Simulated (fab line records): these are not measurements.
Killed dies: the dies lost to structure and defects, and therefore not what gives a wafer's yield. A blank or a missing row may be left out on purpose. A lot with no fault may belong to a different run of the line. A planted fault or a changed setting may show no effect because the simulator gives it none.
Which tool was responsible? ; flow berkeley_cmos170 ; 13 lots with 39 wafers sampled at 5 steps, on a route of 331 steps

## WHAT EACH GAUGE READ, for each wafer
UCB170_SACOX_THK_MEAS_02.
lot;measured;on;SACOX_OXIDE_THK (nm)
L404;day 5 01:16;film_metro-04;14.46 14.84 14.98
L406;day 5 12:37;film_metro-04;14.28 14.30 14.17
L405;day 5 12:39;film_metro-03;14.64 14.27 14.45
L408;day 5 21:06;film_metro-01;14.62 14.66 14.69
L409;day 6 03:53;film_metro-01;14.41 14.10 14.46
L411;day 6 21:45;film_metro-01;14.39 14.46 14.34
L413;day 7 04:49;film_metro-03;14.53 14.36 14.26
L419;day 8 09:55;film_metro-01;13.99 14.11 14.17
L420;day 8 09:56;film_metro-04;15.02 14.82 14.86
L418;day 8 09:56;film_metro-03;14.21 14.19 14.07
L421;day 8 15:05;film_metro-04;14.35 14.32 14.39
L422;day 8 20:40;film_metro-03;14.22 14.02 14.32
L424;day 9 17:38;film_metro-03;14.32 14.48 14.40

UCB170_SCREENOX_THK_MEAS_02.
lot;measured;on;SCREENOX_OXIDE_THK (nm)
L404;day 5 04:17;film_metro-02;13.6 13.9 13.7
L406;day 5 15:56;film_metro-02;14.7 14.6 14.6
L405;day 5 15:55;film_metro-03;14.8 14.8 14.7
L408;day 6 03:46;film_metro-02;14.1 14.4 14.3
L409;day 6 08:04;film_metro-01;14.3 14.7 14.6
L411;day 7 02:33;film_metro-03;14.8 14.9 14.7
L413;day 7 09:16;film_metro-03;14.5 14.4 14.6
L419;day 8 15:07;film_metro-01;14.7 14.9 14.8
L420;day 8 15:04;film_metro-01;14.5 14.6 14.5
L418;day 8 15:03;film_metro-03;14.7 14.6 14.9
L421;day 8 19:49;film_metro-02;14.1 14.3 14.4
L422;day 9 02:01;film_metro-03;14.7 14.8 14.6
L424;day 10 00:55;film_metro-02;13.9 13.9 13.9

UCB170_GATE_THK_MEAS_02.
lot;measured;on;GATE_OXIDE_THK (nm)
L404;day 5 14:18;film_metro-01;6.46 6.57 6.53
L406;day 6 02:29;film_metro-03;6.62 6.63 6.66
L405;day 6 02:28;film_metro-01;6.62 6.79 6.80
L408;day 6 18:32;film_metro-01;6.48 6.62 6.57
L409;day 6 18:32;film_metro-04;6.50 6.46 6.40
L411;day 7 16:50;film_metro-04;6.56 6.61 6.62
L413;day 7 23:49;film_metro-04;6.84 6.70 6.66
L419;day 9 04:20;film_metro-03;6.49 6.52 6.47
L420;day 9 04:20;film_metro-01;6.36 6.38 6.46
L418;day 9 04:23;film_metro-01;6.41 6.38 6.45
L421;day 9 08:52;film_metro-01;6.82 6.68 6.54
L422;day 9 15:57;film_metro-04;6.54 6.55 6.63
L424;day 10 13:29;film_metro-04;6.63 6.68 6.73

UCB170_GATE_THK_MEAS_05.
lot;measured;on;GATE_POLY_THK (nm)
L404;day 5 20:40;film_metro-03;213.5 213.9 217.0
L406;day 6 07:15;film_metro-01;216.1 216.6 215.5
L405;day 6 07:14;film_metro-04;217.4 217.5 218.9
L408;day 7 02:05;film_metro-04;216.1 214.9 213.8
L409;day 7 02:09;film_metro-04;216.5 217.5 216.6
L411;day 7 22:07;film_metro-01;214.6 214.5 213.5
L413;day 8 07:01;film_metro-03;222.0 230.9 235.0 221.8 231.4 234.7
L419;day 9 11:46;film_metro-04;213.6 213.3 212.4
L420;day 9 11:47;film_metro-03;214.5 214.8 215.7
L418;day 9 11:46;film_metro-01;213.6 214.8 214.3
L421;day 9 16:50;film_metro-04;214.2 214.7 214.6
L422;day 9 23:41;film_metro-03;213.7 213.4 214.2
L424;day 10 19:22;film_metro-01;215.6 214.8 215.7

## WHICH TOOL RAN EACH LOT (tool, then ch and the chambers of the sampled wafers, then the start)
lot;UCB170_GATE_CVD_04
L404;lpcvd-01 ch 0, day 5 19:16
L406;lpcvd-01 ch 1, day 6 05:50
L405;lpcvd-01 ch 1, day 6 05:50
L408;lpcvd-01 ch 0, day 7 00:41
L409;lpcvd-01 ch 1, day 7 00:41
L411;lpcvd-02 ch 0, day 7 20:42
L413;lpcvd-02 ch 1, day 8 05:37
L419;lpcvd-01 ch 1, day 9 10:22
L420;lpcvd-01 ch 0, day 9 10:22
L418;lpcvd-01 ch 0, day 9 10:22
L421;lpcvd-02 ch 0, day 9 15:26
L422;lpcvd-01 ch 1, day 9 22:17
L424;lpcvd-01 ch 1, day 10 17:56
- UCB170_GATE_CVD_04: deposits poly-Si from SiH4, time 1440 s, target thk 214 nm.

## AS READ BY THE TOOLS THEMSELVES (means over the sampled wafers that have a number; for cases with no such wafer, the mark the record gives instead)
UCB170_GATE_CVD_04.
lot;tool;spike_tc_centre_C (C)
L404;lpcvd-01;611.3
L406;lpcvd-01;613.2
L405;lpcvd-01;613.1
L408;lpcvd-01;611.5
L409;lpcvd-01;613.5
L411;lpcvd-02;610.4
L413;lpcvd-02;625.8
L419;lpcvd-01;613.8
L420;lpcvd-01;611.8
L418;lpcvd-01;612.4
L421;lpcvd-02;610.7
L422;lpcvd-01;613.6
L424;lpcvd-01;612.9

## THE ANSWER, worked out from the rows above alone
Rule: the lots themselves supply what counts as usual. Put in order of their means at a reading, lots are off if they are a third of the lots or fewer, leave a main group of 4 or more, and stand apart from it by a gap of 3 or more times the standard deviation of the main group's means; of several such gaps the widest counts. If all means in a main group match to the digits the tables above print for the reading, that group is not used. Also off: a lot with no number at a reading for which 4 or more lots have one. Where the step has rows for the other lots, those lots are counted as sound. First the gauges in route order, then the tools' own readings, where a lot's mean is used as printed above. The first step at which some lot is off is used, and at that step the reading that is off furthest; a lot without a number counts as furthest.
Off: at UCB170_GATE_THK_MEAS_05 (GATE_POLY_THK), L413. Mean 215.1 nm and standard deviation 1.3 in the main group.
If a tool, at a process step before that reading, ran all the lots that are off and no sound lot after the first of them, it fits. The gauges at UCB170_GATE_THK_MEAS_05 aren't tried: what is off there is off at UCB170_GATE_CVD_04 too, on other tools, and a gauge's error can't cause that. Not one of the candidates tried fits.

## WHAT THE SIMULATOR PUT IN
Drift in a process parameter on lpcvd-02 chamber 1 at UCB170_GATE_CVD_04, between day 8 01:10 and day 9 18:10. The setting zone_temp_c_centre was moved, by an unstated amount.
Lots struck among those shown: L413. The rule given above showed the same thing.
